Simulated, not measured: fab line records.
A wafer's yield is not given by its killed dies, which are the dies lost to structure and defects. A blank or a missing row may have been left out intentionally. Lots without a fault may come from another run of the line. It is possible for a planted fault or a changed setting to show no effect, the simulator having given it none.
fab line records | flow rit_cmos | part 1 of 2: steps 1 to 25 of 35
record lots=5 | wafers=15 | last_day=7
route steps=202 shown PSD@143 SDANNEAL@153 NSD@158 PLDD@159 NLDD@160 SILICIDE@161 CONTACT@168
lots that met no fault: taken from a fault-free run of the same line
start_h: the number of hours between the record's first day and the start of the first shown wafer of the lot | wait_h: hours since the lot's step before | " same as the row above | L1.1+2: several wafers, shown together as one row | - no value present, or no start provided | * or withheld: withheld | < > ~ a bound
route shown NAME@n: a module of which the file shows steps, and the number in the route of the first | usual: the fault-free wafers' mean and standard deviation | same: alike in all rows | chamber/n: place in a boat | sites: each site's reading | _std_site: the standard deviation of these | _edge_site: the outer-site mean with the inner-site mean subtracted | radius_mm: for every site, how far away it sits from the centre of the wafer | mask NAME#n: copy n | behind: the tool/chamber that last shaped the wafer | hold: cause of the lot's hold/its duration in hours/its outcome | device: names the non-switching transistor (n, p or np) | end of line: the same wafers' tests at the end of the route | a step without rows: its recipe alone | killed: dies lost to structure and defects at the first sort, not the wafer's yield | map: shows each die of a wafer: x if killed, . if not, _ if none is there
set.NAME: the run value of the setting; set.NAME@STEP: its run value at that earlier step | model.NAME: the simulator's own value behind a step, which no gauge read
lots at some steps of the route; a table a step, a row a wafer
services: a tool's chamber out of use, with start hour (start_h, from the record's first day; less than 0 if before it), hours out, and reason
## steps
# step RIT_PSD_COAT_01
# recipe resist=NOVOLAK | spin_rpm=3250 | resist_thk_nm=1000
# usual exhaust_pa=45.0/0.88
lot.wafer | tool           | chamber | start_h | wait_h | exhaust_pa
L077.2    | litho_track-01 | 0       | 63.54   | 0.1    | 43.9
L077.3    | "              | 0       | "       | "      | 43.4
L077.6    | "              | 0       | "       | "      | 45.3
L078.3    | litho_track-02 | 0       | 76.53   | 0.1    | 45.9
L078.4    | "              | 0       | "       | "      | 44.5
L078.6    | "              | 0       | "       | "      | 44.6
L081.2    | litho_track-01 | 0       | 83.09   | 0.1    | 45.7
L081.4    | "              | 0       | "       | "      | 45.9
L081.5    | "              | 0       | "       | "      | 45.7
L093.1    | litho_track-01 | 0       | 145.38  | 0.1    | 45.6
L093.4    | "              | 0       | "       | "      | 45.7
L093.5    | "              | 0       | "       | "      | 45.2
L096.1    | litho_track-01 | 0       | 160.04  | 0.1    | 45.5
L096.3    | "              | 0       | "       | "      | 44.9
L096.6    | "              | 0       | "       | "      | 47.2
# step RIT_PSD_SOFTBAKE_02
# recipe resist=NOVOLAK | temp_c=90 | time_s=60
# usual exhaust_pa=45.2/1.1 | plate_temp_C=89.99/0.12
lot.wafer | tool           | chamber | start_h | wait_h | exhaust_pa | plate_temp_C
L077.2    | litho_track-01 | 0       | 63.69   | 0.1    | 45.0       | 90.06
L077.3    | "              | 0       | "       | "      | 44.2       | 89.80
L077.6    | "              | 0       | "       | "      | 44.7       | 90.01
L078.3    | litho_track-02 | 0       | 76.68   | 0.1    | 45.4       | 90.05
L078.4    | "              | 0       | "       | "      | 45.1       | 89.86
L078.6    | "              | 0       | "       | "      | 45.3       | 90.11
L081.2    | litho_track-01 | 0       | 83.24   | 0.1    | 46.6       | 90.19
L081.4    | "              | 0       | "       | "      | 46.1       | 90.13
L081.5    | "              | 0       | "       | "      | 46.5       | 89.99
L093.1    | litho_track-01 | 0       | 145.53  | 0.1    | 43.6       | 89.92
L093.4    | "              | 0       | "       | "      | 43.9       | 89.93
L093.5    | "              | 0       | "       | "      | 44.3       | 90.02
L096.1    | litho_track-01 | 0       | 160.19  | 0.1    | 43.6       | 90.01
L096.3    | "              | 0       | "       | "      | 43.9       | 90.17
L096.6    | "              | 0       | "       | "      | 44.0       | 90.02
# step RIT_PSD_EXPOSE_03
# recipe mask_id=M10 | na=0.57 | target_cd_nm=40900 | dose_mj=250
# usual exposure_dose_mJ_cm2=249.97/0.24
lot.wafer | tool             | chamber | start_h | wait_h | mask  | exposure_dose_mJ_cm2
L077.2    | iline_stepper-01 | 0       | 63.92   | 0.2    | M10#0 | 250.17
L077.3    | "                | 0       | "       | "      | M10#0 | 249.96
L077.6    | "                | 0       | "       | "      | M10#0 | 249.84
L078.3    | iline_stepper-02 | 0       | 76.95   | 0.2    | M10#0 | 250.23
L078.4    | "                | 0       | "       | "      | M10#0 | 249.95
L078.6    | "                | 0       | "       | "      | M10#0 | 249.81
L081.2    | iline_stepper-01 | 0       | 83.51   | 0.2    | M10#0 | 250.14
L081.4    | "                | 0       | "       | "      | M10#0 | 249.96
L081.5    | "                | 0       | "       | "      | M10#0 | 249.93
L093.1    | iline_stepper-01 | 0       | 145.80  | 0.2    | M10#0 | 249.80
L093.4    | "                | 0       | "       | "      | M10#0 | 250.18
L093.5    | "                | 0       | "       | "      | M10#0 | 250.12
L096.1    | iline_stepper-02 | 0       | 160.34  | 0.1    | M10#0 | 250.07
L096.3    | "                | 0       | "       | "      | M10#0 | 249.91
L096.6    | "                | 0       | "       | "      | M10#0 | 250.34
# step RIT_PSD_PEB_04
# recipe resist=NOVOLAK | temp_c=withheld | time_s=withheld
# usual exhaust_pa=45.0/0.93
lot.wafer | tool           | chamber | start_h | wait_h | exhaust_pa
L077.2    | litho_track-01 | 0       | 64.21   | 0.3    | 45.8
L077.3    | "              | 0       | "       | "      | 45.1
L077.6    | "              | 0       | "       | "      | 44.6
L078.3    | litho_track-02 | 0       | 77.08   | 0.1    | 44.3
L078.4    | "              | 0       | "       | "      | 43.2
L078.6    | "              | 0       | "       | "      | 43.4
L081.2    | litho_track-03 | 0       | 83.64   | 0.1    | 45.4
L081.4    | "              | 0       | "       | "      | 45.3
L081.5    | "              | 0       | "       | "      | 44.7
L093.1    | litho_track-03 | 0       | 145.92  | 0.1    | 44.2
L093.4    | "              | 0       | "       | "      | 44.3
L093.5    | "              | 0       | "       | "      | 44.9
L096.1    | litho_track-03 | 0       | 160.45  | 0.1    | 45.5
L096.3    | "              | 0       | "       | "      | 45.7
L096.6    | "              | 0       | "       | "      | 45.4
# step RIT_PSD_DEVELOP_05
# recipe resist=NOVOLAK | develop_time_s=50 | dev_temp_c=23
# usual exhaust_pa=45.1/0.86
lot.wafer | tool           | chamber | start_h | wait_h | exhaust_pa
L077.2    | litho_track-01 | 0       | -       | -      | 44.1
L077.3    | "              | 0       | "       | "      | 45.3
L077.6    | "              | 0       | "       | "      | 44.1
L078.3    | litho_track-02 | 0       | -       | -      | 45.8
L078.4    | "              | 0       | "       | "      | 45.8
L078.6    | "              | 0       | "       | "      | 45.9
L081.2    | litho_track-03 | 0       | -       | -      | 43.9
L081.4    | "              | 0       | "       | "      | 44.2
L081.5    | "              | 0       | "       | "      | 45.0
L093.1    | litho_track-03 | 0       | -       | -      | 44.6
L093.4    | "              | 0       | "       | "      | 44.0
L093.5    | "              | 0       | "       | "      | 46.0
L096.1    | litho_track-03 | 0       | -       | -      | 44.6
L096.3    | "              | 0       | "       | "      | 44.4
L096.6    | "              | 0       | "       | "      | 44.8
# step RIT_PSD_OVL_MEAS_06
# usual PSD_OVL=0.9/1.4
lot.wafer | tool       | chamber | start_h | wait_h | PSD_OVL[nm]
L077.2    | overlay-01 | -       | 64.47   | -      | 0.8
L077.3    | "          | -       | "       | "      | 0.4
L077.6    | "          | -       | "       | "      | -0.7
L078.3    | overlay-02 | -       | 77.32   | -      | 1.0
L078.4    | "          | -       | "       | "      | 1.4
L078.6    | "          | -       | "       | "      | 0.3
L081.2    | overlay-02 | -       | 83.90   | -      | -1.0
L081.4    | "          | -       | "       | "      | -1.3
L081.5    | "          | -       | "       | "      | -0.5
L093.1    | overlay-02 | -       | 146.20  | -      | -0.1
L093.4    | "          | -       | "       | "      | -0.5
L093.5    | "          | -       | "       | "      | -0.7
L096.1    | overlay-01 | -       | 160.74  | -      | 1.3
L096.3    | "          | -       | "       | "      | 2.2
L096.6    | "          | -       | "       | "      | 2.0
# step RIT_PSD_HARDBAKE_07
# recipe resist=NOVOLAK | temp_c=140 | time_s=60
# usual exhaust_pa=45.1/0.91 | plate_temp_C=139.98/0.13
lot.wafer | tool           | chamber | start_h | wait_h | exhaust_pa | plate_temp_C
L077.2    | litho_track-01 | 0       | 64.53   | 0.0    | 46.4       | 140.01
L077.3    | "              | 0       | "       | "      | 46.2       | 140.18
L077.6    | "              | 0       | "       | "      | 46.3       | 140.05
L078.3    | litho_track-01 | 0       | 77.39   | 0.1    | 45.1       | 140.05
L078.4    | "              | 0       | "       | "      | 44.5       | 139.81
L078.6    | "              | 0       | "       | "      | 44.2       | 139.88
L081.2    | litho_track-01 | 0       | 83.95   | 0.0    | 44.4       | 140.19
L081.4    | "              | 0       | "       | "      | 45.4       | 139.92
L081.5    | "              | 0       | "       | "      | 45.9       | 140.03
L093.1    | litho_track-02 | 0       | 146.24  | 0.0    | 46.8       | 139.88
L093.4    | "              | 0       | "       | "      | 45.7       | 139.87
L093.5    | "              | 0       | "       | "      | 46.4       | 139.93
L096.1    | litho_track-03 | 0       | 160.77  | 0.0    | 45.3       | 139.92
L096.3    | "              | 0       | "       | "      | 46.0       | 140.01
L096.6    | "              | 0       | "       | "      | 43.2       | 139.90
# step RIT_PSD_IMPLANT_08
# recipe species=BF2 | energy_kev=27 | dose_cm2=5e+15 | tilt_deg=7
lot.wafer  | tool         | chamber | start_h | wait_h
L077.2+3+6 | implanter-04 | 0       | 64.68   | 0.1
L078.3+4+6 | implanter-03 | 0       | 77.54   | 0.1
L081.2+4+5 | implanter-03 | 0       | 84.10   | 0.1
L093.1+4+5 | implanter-03 | 0       | 146.39  | 0.1
L096.1+3+6 | implanter-01 | 0       | 160.92  | 0.1
# step RIT_PSD_STRIP_09
# recipe chemistry=O2 | time_s=180 | resist=NOVOLAK | platen_temp_c=withheld | power_w=500 | pressure_mtorr=4000 | o2_flow_sccm=4000
# usual drypump_motor_current_A=5.6/0.63
lot.wafer | tool            | chamber | start_h | wait_h | drypump_motor_current_A | rf_hours_counter_h
L077.2    | plasma_asher-02 | 1       | 64.80   | 0.1    | 4.9                     | 43
L077.3    | "               | 1       | "       | "      | 4.9                     | -
L077.6    | "               | 1       | "       | "      | 4.9                     | -
L078.3    | plasma_asher-02 | 0       | 77.70   | 0.1    | 6.2                     | -
L078.4    | "               | 1       | "       | "      | 4.9                     | -
L078.6    | "               | 0       | "       | "      | 6.2                     | -
L081.2    | plasma_asher-02 | 0       | 84.23   | 0.1    | 6.3                     | 45
L081.4    | "               | 1       | "       | "      | 4.9                     | -
L081.5    | "               | 1       | "       | "      | 4.9                     | -
L093.1    | plasma_asher-02 | 1       | 146.54  | 0.1    | 4.9                     | 3
L093.4    | "               | 0       | "       | "      | 6.2                     | -
L093.5    | "               | 1       | "       | "      | 4.9                     | -
L096.1    | plasma_asher-02 | 1       | 161.07  | 0.1    | 4.9                     | 5
L096.3    | "               | 1       | "       | "      | 4.9                     | -
L096.6    | "               | 0       | "       | "      | 6.2                     | -
# step RIT_PSD_TW_MEAS_10
# usual PSD_TW=3429/15
lot.wafer | tool          | chamber | start_h | wait_h | PSD_TW
L077.2    | film_metro-02 | -       | 64.99   | 0.1    | 3432
L077.3    | "             | -       | "       | "      | 3445
L077.6    | "             | -       | "       | "      | 3422
L078.3    | film_metro-03 | -       | 77.84   | 0.1    | 3441
L078.4    | "             | -       | "       | "      | 3434
L078.6    | "             | -       | "       | "      | 3423
L081.2    | film_metro-04 | -       | 84.41   | 0.1    | 3444
L081.4    | "             | -       | "       | "      | 3454
L081.5    | "             | -       | "       | "      | 3447
L093.1    | film_metro-02 | -       | 146.71  | 0.1    | 3418
L093.4    | "             | -       | "       | "      | 3419
L093.5    | "             | -       | "       | "      | 3411
L096.1    | film_metro-03 | -       | 161.25  | 0.1    | 3449
L096.3    | "             | -       | "       | "      | 3425
L096.6    | "             | -       | "       | "      | 3442
# step RIT_SDANNEAL_CLEAN_00
# recipe chemistry=SC1 | mix=3:3:50 | time_s=600 | temp_c=75
# usual bath_heat_duty_pct=15.1/1.6 | temp_c=75.01/0.11
lot.wafer | tool         | chamber | start_h | wait_h | bath_heat_duty_pct | temp_c
L077.2    | wet_bench-04 | 3       | 65.04   | 0.0    | 16.9               | 74.99
L077.3    | "            | 3       | "       | "      | 17.0               | 74.98
L077.6    | "            | 3       | "       | "      | 18.0               | 74.93
L078.3    | wet_bench-01 | 2       | 77.88   | 0.0    | 14.2               | 75.09
L078.4    | "            | 2       | "       | "      | 16.1               | 74.93
L078.6    | "            | 2       | "       | "      | 14.6               | 75.02
L081.2    | wet_bench-01 | 0       | 84.46   | 0.0    | 15.5               | 75.00
L081.4    | "            | 0       | "       | "      | 13.4               | 74.90
L081.5    | "            | 0       | "       | "      | 14.9               | 74.82
L093.1    | wet_bench-04 | 0       | 146.77  | 0.1    | 14.4               | 75.05
L093.4    | "            | 0       | "       | "      | 14.9               | 75.06
L093.5    | "            | 0       | "       | "      | 14.1               | 75.22
L096.1    | wet_bench-02 | 0       | 161.31  | 0.1    | 13.5               | 75.00
L096.3    | "            | 0       | "       | "      | 13.7               | 74.79
L096.6    | "            | 0       | "       | "      | 13.7               | 74.88
# step RIT_SDANNEAL_CLEAN_01
# recipe chemistry=dHF | dilution=50:1 | time_s=30
lot.wafer  | tool         | chamber | start_h | wait_h
L077.2+3+6 | wet_bench-01 | 2       | 65.21   | 0.0
L078.3+4+6 | wet_bench-02 | 3       | 78.07   | 0.0
L081.2+4+5 | wet_bench-04 | 3       | 84.64   | 0.0
L093.1+4+5 | wet_bench-02 | 3       | 146.95  | 0.0
L096.1+3+6 | wet_bench-01 | 3       | 161.50  | 0.0
# step RIT_SDANNEAL_CLEAN_02
# recipe chemistry=SC2 | mix=3:3:50 | time_s=600 | temp_c=75 | dry=n2_spin
# usual bath_heat_duty_pct=15.3/1.5 | temp_c=75.01/0.11
lot.wafer | tool         | chamber | start_h | wait_h | bath_heat_duty_pct | temp_c
L077.2    | wet_bench-04 | 3       | 65.23   | 0.0    | 16.1               | 74.85
L077.3    | "            | 3       | "       | "      | 18.1               | 74.96
L077.6    | "            | 3       | "       | "      | 16.5               | 74.97
L078.3    | wet_bench-04 | 1       | 78.09   | 0.0    | 14.8               | 75.17
L078.4    | "            | 1       | "       | "      | 16.8               | 75.05
L078.6    | "            | 1       | "       | "      | 14.7               | 75.17
L081.2    | wet_bench-01 | 2       | 84.66   | 0.0    | 16.4               | 74.79
L081.4    | "            | 2       | "       | "      | 15.7               | 74.90
L081.5    | "            | 2       | "       | "      | 15.7               | 75.03
L093.1    | wet_bench-01 | 1       | 146.96  | 0.0    | 17.9               | 74.95
L093.4    | "            | 1       | "       | "      | 16.3               | 74.84
L093.5    | "            | 1       | "       | "      | 18.6               | 74.86
L096.1    | wet_bench-02 | 1       | 161.52  | 0.0    | 14.9               | 75.11
L096.3    | "            | 1       | "       | "      | 14.6               | 74.96
L096.6    | "            | 1       | "       | "      | 16.1               | 75.23
# step RIT_SDANNEAL_RTA_03
# recipe temp_c=1050 | time_s=5 | idle_temp_c=600 | ramp_up_c_per_s=342 | ramp_down_c_per_s=171 | cool_to_c=600 | ambient=N2
# usual wafer_temp_C_max=1053.3/0.96
lot.wafer | tool          | chamber | start_h | wait_h | wafer_temp_C_max
L077.2    | rtp_anneal-02 | 0       | 65.41   | 0.0    | 1054.1
L077.3    | "             | 0       | "       | "      | 1052.7
L077.6    | "             | 0       | "       | "      | 1053.9
L078.3    | rtp_anneal-01 | 0       | 78.28   | 0.0    | 1053.7
L078.4    | "             | 0       | "       | "      | 1052.8
L078.6    | "             | 0       | "       | "      | 1053.1
L081.2    | rtp_anneal-02 | 0       | 84.84   | 0.0    | 1051.9
L081.4    | "             | 0       | "       | "      | 1051.2
L081.5    | "             | 0       | "       | "      | 1052.9
L093.1    | rtp_anneal-02 | 0       | 147.14  | 0.0    | 1052.4
L093.4    | "             | 0       | "       | "      | 1054.4
L093.5    | "             | 0       | "       | "      | 1055.5
L096.1    | rtp_anneal-01 | 0       | 161.71  | 0.0    | 1052.6
L096.3    | "             | 0       | "       | "      | 1054.0
L096.6    | "             | 0       | "       | "      | 1053.1
# step RIT_SDANNEAL_RS_MEAS_04
# recipe thk_meas_gauge=four-point-probe
# usual PSD_RS=115.93/0.29
lot.wafer | tool          | chamber | start_h | wait_h | PSD_RS[ohm/sq]
L077.2    | film_metro-04 | -       | 65.48   | 0.1    | 116.12
L077.3    | "             | -       | "       | "      | 115.68
L077.6    | "             | -       | "       | "      | 116.03
L078.3    | film_metro-04 | -       | 78.36   | 0.1    | 116.09
L078.4    | "             | -       | "       | "      | 115.83
L078.6    | "             | -       | "       | "      | 115.77
L081.2    | film_metro-02 | -       | 84.91   | 0.1    | 115.68
L081.4    | "             | -       | "       | "      | 116.04
L081.5    | "             | -       | "       | "      | 115.80
L093.1    | film_metro-03 | -       | 147.20  | 0.0    | 116.37
L093.4    | "             | -       | "       | "      | 116.13
L093.5    | "             | -       | "       | "      | 116.14
L096.1    | film_metro-04 | -       | 161.76  | 0.0    | 115.66
L096.3    | "             | -       | "       | "      | 115.85
L096.6    | "             | -       | "       | "      | 115.60
# step RIT_SDANNEAL_RS_MEAS_05
# recipe thk_meas_gauge=four-point-probe
# usual NSD_RS=84.45/0.27
lot.wafer | tool          | chamber | start_h | wait_h | NSD_RS[ohm/sq]
L077.2    | film_metro-04 | -       | 65.60   | 0.1    | 84.25
L077.3    | "             | -       | "       | "      | 84.17
L077.6    | "             | -       | "       | "      | 84.47
L078.3    | film_metro-04 | -       | 78.48   | 0.1    | 84.15
L078.4    | "             | -       | "       | "      | 84.26
L078.6    | "             | -       | "       | "      | 84.26
L081.2    | film_metro-02 | -       | 85.03   | 0.1    | 84.33
L081.4    | "             | -       | "       | "      | 84.21
L081.5    | "             | -       | "       | "      | 83.99
L093.1    | film_metro-03 | -       | 147.32  | 0.1    | 84.18
L093.4    | "             | -       | "       | "      | 84.29
L093.5    | "             | -       | "       | "      | 84.22
L096.1    | film_metro-04 | -       | 161.88  | 0.1    | 84.38
L096.3    | "             | -       | "       | "      | 84.46
L096.6    | "             | -       | "       | "      | 84.26
# step RIT_SDANNEAL_RS_MEAS_06
# recipe thk_meas_gauge=four-point-probe
# usual PLDD_RS=178.7/0.44
lot.wafer | tool          | chamber | start_h | wait_h | PLDD_RS[ohm/sq]
L077.2    | film_metro-04 | -       | 65.72   | 0.1    | 178.0
L077.3    | "             | -       | "       | "      | 178.3
L077.6    | "             | -       | "       | "      | 178.5
L078.3    | film_metro-04 | -       | 78.60   | 0.1    | 179.1
L078.4    | "             | -       | "       | "      | 179.3
L078.6    | "             | -       | "       | "      | 179.3
L081.2    | film_metro-02 | -       | 85.15   | 0.1    | 178.6
L081.4    | "             | -       | "       | "      | 179.1
L081.5    | "             | -       | "       | "      | 179.1
L093.1    | film_metro-03 | -       | 147.44  | 0.1    | 178.9
L093.4    | "             | -       | "       | "      | 178.8
L093.5    | "             | -       | "       | "      | 179.0
L096.1    | film_metro-04 | -       | 162.00  | 0.1    | 177.9
L096.3    | "             | -       | "       | "      | 178.1
L096.6    | "             | -       | "       | "      | 177.9
# step RIT_SDANNEAL_RS_MEAS_07
# recipe thk_meas_gauge=four-point-probe
# usual NLDD_RS=151.7/0.48
lot.wafer | tool          | chamber | start_h | wait_h | NLDD_RS[ohm/sq]
L077.2    | film_metro-04 | -       | 65.84   | 0.1    | 151.8
L077.3    | "             | -       | "       | "      | 151.9
L077.6    | "             | -       | "       | "      | 151.6
L078.3    | film_metro-04 | -       | 78.72   | 0.1    | 150.5
L078.4    | "             | -       | "       | "      | 151.2
L078.6    | "             | -       | "       | "      | 151.0
L081.2    | film_metro-02 | -       | 85.27   | 0.1    | 151.4
L081.4    | "             | -       | "       | "      | 152.1
L081.5    | "             | -       | "       | "      | 152.3
L093.1    | film_metro-03 | -       | 147.56  | 0.1    | 151.7
L093.4    | "             | -       | "       | "      | 152.1
L093.5    | "             | -       | "       | "      | 151.8
L096.1    | film_metro-04 | -       | 162.12  | 0.1    | 151.4
L096.3    | "             | -       | "       | "      | 150.9
L096.6    | "             | -       | "       | "      | 150.9
# step RIT_SILICIDE_WET_ETCH_00
# recipe chemistry=BOE | target=SiO2 | target_depth_nm=14 | time_s=15 | dry=n2_spin | dilution=10:1 | temp_c=21.5
# usual bath_heat_duty_pct=1.7/0.35 | temp_c=21.52/0.11
lot.wafer | tool         | chamber | start_h | wait_h | bath_heat_duty_pct | temp_c
L077.2    | wet_bench-02 | 1       | 65.94   | 0.1    | 2.4                | 21.51
L077.3    | "            | 1       | "       | "      | 2.0                | 21.47
L077.6    | "            | 1       | "       | "      | 2.0                | 21.62
L078.3    | wet_bench-02 | 0       | 78.90   | 0.2    | 1.3                | 21.53
L078.4    | "            | 0       | "       | "      | 1.1                | 21.35
L078.6    | "            | 0       | "       | "      | 1.2                | 21.48
L081.2    | wet_bench-03 | 2       | 85.37   | 0.1    | 1.2                | 21.51
L081.4    | "            | 2       | "       | "      | 1.7                | 21.56
L081.5    | "            | 2       | "       | "      | 1.6                | 21.47
L093.1    | wet_bench-04 | 1       | 147.68  | 0.1    | 1.5                | 21.45
L093.4    | "            | 1       | "       | "      | 2.2                | 21.48
L093.5    | "            | 1       | "       | "      | 1.4                | 21.23
L096.1    | wet_bench-02 | 2       | 162.24  | 0.1    | 1.8                | 21.43
L096.3    | "            | 2       | "       | "      | 1.4                | 21.69
L096.6    | "            | 2       | "       | "      | 1.4                | 21.49
# step RIT_SILICIDE_SPUTTER_01
# recipe material=Ti | target_thk_nm=30 | power_w=350 | chamber_pressure_pa=0.667 | gas=Ar | time_s=240 | substrate_temp_c=25
# usual cathode_dc_power_W=350.01/0.059 | throttle_valve_pct=29.9/1.4
lot.wafer | tool           | chamber | start_h | wait_h | cathode_dc_power_W | throttle_valve_pct
L077.2    | pvd_sputter-01 | -       | 65.95   | 0.0    | 350.09             | 27.4
L077.3    | "              | -       | "       | "      | 350.10             | 28.8
L077.6    | "              | -       | "       | "      | 350.10             | 29.5
L078.3    | pvd_sputter-04 | -       | 78.92   | 0.0    | 350.03             | 32.3
L078.4    | "              | -       | "       | "      | 349.99             | 31.4
L078.6    | "              | -       | "       | "      | 350.07             | 31.4
L081.2    | pvd_sputter-04 | -       | 85.38   | 0.0    | 349.97             | 28.3
L081.4    | "              | -       | "       | "      | 350.00             | 32.3
L081.5    | "              | -       | "       | "      | 349.98             | 28.3
L093.1    | pvd_sputter-04 | -       | 147.69  | 0.0    | 350.05             | 30.9
L093.4    | "              | -       | "       | "      | 350.05             | 28.1
L093.5    | "              | -       | "       | "      | 349.97             | 32.3
L096.1    | pvd_sputter-04 | -       | 162.26  | 0.0    | 349.94             | 32.4
L096.3    | "              | -       | "       | "      | 350.02             | 27.9
L096.6    | "              | -       | "       | "      | 350.00             | 31.3
# step RIT_SILICIDE_RS_MEAS_02
# recipe thk_meas_gauge=four-point-probe | reads=Ti_of_SILICIDE_SPUTTER_01
# usual SILICIDE_TI_RS=47.9/0.65
lot.wafer | tool          | chamber | start_h | wait_h | SILICIDE_TI_RS[ohm/sq]
L077.2    | film_metro-03 | -       | 66.12   | 0.1    | 48.1
L077.3    | "             | -       | "       | "      | 47.8
L077.6    | "             | -       | "       | "      | 48.5
L078.3    | film_metro-01 | -       | 79.11   | 0.1    | 47.6
L078.4    | "             | -       | "       | "      | 46.7
L078.6    | "             | -       | "       | "      | 47.0
L081.2    | film_metro-03 | -       | 85.55   | 0.1    | 47.9
L081.4    | "             | -       | "       | "      | 49.1
L081.5    | "             | -       | "       | "      | 48.1
L093.1    | film_metro-01 | -       | 147.84  | 0.1    | 47.0
L093.4    | "             | -       | "       | "      | 46.9
L093.5    | "             | -       | "       | "      | 47.7
L096.1    | film_metro-03 | -       | 162.41  | 0.1    | 48.1
L096.3    | "             | -       | "       | "      | 47.6
L096.6    | "             | -       | "       | "      | 47.4
# step RIT_SILICIDE_THK_MEAS_03
# recipe thk_meas_gauge=xrf | reads=Ti_of_SILICIDE_SPUTTER_01
# usual SILICIDE_TI_THK=30.0/0.37
lot.wafer | tool          | chamber | start_h | wait_h | SILICIDE_TI_THK[nm]
L077.2    | film_metro-03 | -       | 66.23   | 0.1    | 30.0
L077.3    | "             | -       | "       | "      | 30.1
L077.6    | "             | -       | "       | "      | 29.8
L078.3    | film_metro-01 | -       | 79.21   | 0.1    | 30.0
L078.4    | "             | -       | "       | "      | 30.4
L078.6    | "             | -       | "       | "      | 30.4
L081.2    | film_metro-03 | -       | 85.66   | 0.1    | 30.0
L081.4    | "             | -       | "       | "      | 29.4
L081.5    | "             | -       | "       | "      | 29.9
L093.1    | film_metro-01 | -       | 147.96  | 0.1    | 30.5
L093.4    | "             | -       | "       | "      | 30.7
L093.5    | "             | -       | "       | "      | 30.0
L096.1    | film_metro-03 | -       | 162.53  | 0.1    | 30.0
L096.3    | "             | -       | "       | "      | 30.2
L096.6    | "             | -       | "       | "      | 30.3
# step RIT_SILICIDE_RTA_04
# recipe temp_c=650 | time_s=10 | idle_temp_c=25 | ramp_up_s=5 | ramp_down_s=5 | cool_to_c=25 | ambient=N2
# usual wafer_temp_C_max=654.8/1.2
lot.wafer | tool          | chamber | start_h | wait_h | wafer_temp_C_max
L077.2    | rtp_anneal-01 | 0       | 66.30   | 0.1    | 655.8
L077.3    | "             | 0       | "       | "      | 654.8
L077.6    | "             | 0       | "       | "      | 655.8
L078.3    | rtp_anneal-01 | 0       | 79.27   | 0.1    | 654.6
L078.4    | "             | 0       | "       | "      | 655.5
L078.6    | "             | 0       | "       | "      | 657.4
L081.2    | rtp_anneal-01 | 0       | 85.72   | 0.1    | 654.6
L081.4    | "             | 0       | "       | "      | 655.6
L081.5    | "             | 0       | "       | "      | 657.4
L093.1    | rtp_anneal-01 | 0       | 148.02  | 0.1    | 654.9
L093.4    | "             | 0       | "       | "      | 653.8
L093.5    | "             | 0       | "       | "      | 655.2
L096.1    | rtp_anneal-02 | 0       | 162.59  | 0.1    | 652.9
L096.3    | "             | 0       | "       | "      | 653.5
L096.6    | "             | 0       | "       | "      | 654.9
# step RIT_SILICIDE_WET_ETCH_05
# recipe chemistry=SPM | target=Ti | temp_c=90 | time_s=120 | dry=n2_spin
# usual bath_heat_duty_pct=12.7/1.6 | temp_c=89.99/0.13
lot.wafer | tool         | chamber | start_h | wait_h | bath_heat_duty_pct | temp_c
L077.2    | wet_bench-04 | 1       | 66.35   | 0.0    | 12.6               | 89.99
L077.3    | "            | 1       | "       | "      | 13.2               | 90.10
L077.6    | "            | 1       | "       | "      | 13.5               | 89.96
L078.3    | wet_bench-02 | 1       | 79.31   | 0.0    | 15.6               | 89.87
L078.4    | "            | 1       | "       | "      | 15.1               | 90.03
L078.6    | "            | 1       | "       | "      | 14.2               | 89.86
L081.2    | wet_bench-04 | 2       | 85.78   | 0.0    | 12.1               | 90.09
L081.4    | "            | 2       | "       | "      | 12.1               | 89.95
L081.5    | "            | 2       | "       | "      | 12.4               | 90.00
L093.1    | wet_bench-02 | 3       | 148.09  | 0.1    | 10.7               | 89.71
L093.4    | "            | 3       | "       | "      | 10.4               | 89.94
L093.5    | "            | 3       | "       | "      | 11.3               | 89.92
L096.1    | wet_bench-04 | 1       | 162.65  | 0.1    | 13.9               | 89.95
L096.3    | "            | 1       | "       | "      | 15.0               | 89.99
L096.6    | "            | 1       | "       | "      | 12.3               | 90.08
# step RIT_SILICIDE_RTA_06
# recipe temp_c=750 | time_s=10 | idle_temp_c=25 | ramp_up_s=5 | ramp_down_s=10 | cool_to_c=25 | ambient=N2
# usual wafer_temp_C_max=755.1/1.4
lot.wafer | tool          | chamber | start_h | wait_h | wafer_temp_C_max
L077.2    | rtp_anneal-02 | 0       | 66.40   | 0.0    | 753.9
L077.3    | "             | 0       | "       | "      | 754.0
L077.6    | "             | 0       | "       | "      | 753.3
L078.3    | rtp_anneal-02 | 0       | 79.38   | 0.0    | 753.6
L078.4    | "             | 0       | "       | "      | 753.9
L078.6    | "             | 0       | "       | "      | 753.9
L081.2    | rtp_anneal-02 | 0       | 85.83   | 0.0    | 753.9
L081.4    | "             | 0       | "       | "      | 754.1
L081.5    | "             | 0       | "       | "      | 755.6
L093.1    | rtp_anneal-02 | 0       | 148.13  | 0.0    | 754.1
L093.4    | "             | 0       | "       | "      | 753.3
L093.5    | "             | 0       | "       | "      | 754.5
L096.1    | rtp_anneal-01 | 0       | 162.70  | 0.0    | 754.5
L096.3    | "             | 0       | "       | "      | 755.3
L096.6    | "             | 0       | "       | "      | 756.3
